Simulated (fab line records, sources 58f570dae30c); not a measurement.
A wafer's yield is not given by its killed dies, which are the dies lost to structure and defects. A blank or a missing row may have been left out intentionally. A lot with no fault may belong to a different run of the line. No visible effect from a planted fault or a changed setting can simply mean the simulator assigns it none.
Matching of chambers	flow berkeley-cmos170	UCB170_SPACER_ETCHBACK_03 on rie-diel-03 has 4 sister chambers
The step etches SiO2 in CHF3/CF4/Ar, stops on Si, target depth 376 nm, time 100 s. 14 wafers are shown with their chamber, then 6 later ones without.

WAFERS WITH THEIR CHAMBER
wafer	chamber	throttle-valve-pct (%)	drypump-motor-current-A (A)	oes-product-au (a.u.)
L728.2	0	6.37	4.9	0.902
L728.5	3	6.57	5.9	0.906
L728.6	0	6.39	4.9	0.914
L729.1	3	6.55	5.9	0.895
L729.3	1	6.64	5.6	0.909
L729.6	2	6.25	5.9	0.909
L737.3	3	6.57	5.9	0.908
L737.6	0	6.38	4.9	0.917
L739.1	1	6.65	5.7	0.939
L739.3	0	6.38	4.9	0.904
L739.4	2	6.27	5.9	0.917
L741.3	3	6.55	5.8	0.898
L741.5	0	6.38	4.9	0.911
L741.6	1	6.64	5.7	0.930

SIGNATURES (averages over the wafers above)
reading	chamber 0	chamber 1	chamber 2	chamber 3	scatter within a chamber
throttle-valve-pct	6.3800	6.6433	6.2600	6.5600	0.00931
drypump-motor-current-A	4.900	5.667	5.900	5.875	0.0376
oes-product-au	0.90960	0.92600	0.91300	0.90175	0.00888
Rule: a wafer lies at a distance from a chamber equal to the root of the sum of squares, over the readings, of (its reading less the chamber's mean, divided by the reading's scatter). The wafer belongs to the nearest chamber; if the next one is less than 2 further off, it can't be placed. The scatter: take each reading less its chamber's mean, square it, sum over the shown wafers, divide by the number of wafers less the number of chambers, and take the root.

WAFERS WITHOUT THEIR CHAMBER
wafer	throttle-valve-pct (%)	drypump-motor-current-A (A)	oes-product-au (a.u.)
L744.3	6.58	5.9	0.902
L744.5	6.62	5.6	0.923
L744.6	6.26	5.9	0.917
L749.2	6.66	5.6	0.907
L749.5	6.25	5.9	0.878
L749.6	6.66	5.6	0.916

EACH ONE'S CHAMBER
wafer	from the rows above	in truth
L744.3	3	3
L744.5	1	1
L744.6	2	2
L749.2	1	1
L749.5	2	2
L749.6	1	1
Correct placement for 6 of the 6. Not placeable from these rows: 0. Wrongly placed: 0.
